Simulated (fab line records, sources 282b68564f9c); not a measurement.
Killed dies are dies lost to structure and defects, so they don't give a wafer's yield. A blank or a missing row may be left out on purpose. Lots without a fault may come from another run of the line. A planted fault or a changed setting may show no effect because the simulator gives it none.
Which tool did it? | flow rit_cmos | 7 lots, 21 wafers sampled, at 2 steps of a route of 202

WHAT THE GAUGES READ, wafer by wafer
RIT_PWELL_TW_MEAS_10.
lot  | measured    | on            | PWELL_TW
L379 | day 2 08:43 | film_metro-04 | 965 962 968
L382 | day 3 00:19 | film_metro-02 | 969 964 972
L384 | day 3 06:21 | film_metro-02 | 971 967 967
L386 | day 3 22:43 | film_metro-04 | 961 968 968
L390 | day 4 12:50 | film_metro-04 | 963 975 967
L399 | day 6 16:34 | film_metro-02 | 2033 2027 2040
L401 | day 7 08:20 | film_metro-02 | 967 953 961

WHICH TOOL RAN EACH LOT (tool, then ch and the chambers of the sampled wafers, then the start)
lot  | RIT_NWELL_COAT_01
L379 | litho_track-01 ch 0, day 2 05:27
L382 | litho_track-04 ch 0, day 2 21:20
L384 | litho_track-01 ch 0, day 3 03:14
L386 | litho_track-01 ch 0, day 3 19:42
L390 | litho_track-02 ch 0, day 4 09:59
L399 | litho_track-04 ch 0, day 6 13:35
L401 | litho_track-01 ch 0, day 7 05:27
- RIT_NWELL_COAT_01: resist thk 1300 nm.

THE ANSWER, worked out from the rows above alone
Rule: what is usual is taken from the lots themselves. Put in order of their means at a reading, lots are off if they are a third of the lots or fewer, leave a main group of 4 or more, and stand apart from it by a gap of 3 or more times the standard deviation of the main group's means; of several such gaps the widest counts. A main group whose means are all the same, to the digits that the tables above print for the reading, isn't used. A lot without any number at a reading at which 4 lots or more have one is off too. The other lots that the step has rows for count as sound.
Off: L399, at RIT_PWELL_TW_MEAS_10 (PWELL_TW). The main group: mean 966, standard deviation 2.9.
A tool fits if, at a process step before that reading, it ran every lot that is off, and no sound lot after the first of them. The gauges at RIT_PWELL_TW_MEAS_10 are tried like those tools. One fits: litho_track-04 at RIT_NWELL_COAT_01. Its last sound lot is L382 (day 2 21:20), its first lot that is off L399 (day 6 13:35): a fault that began between those two fits.

WHAT THE SIMULATOR HAD PUT IN
Process parameter drift: litho_track-04, from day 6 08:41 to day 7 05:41, at RIT_NWELL_COAT_01. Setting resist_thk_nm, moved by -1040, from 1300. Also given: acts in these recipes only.
Lots struck among those shown: L399. The rule above found the same.
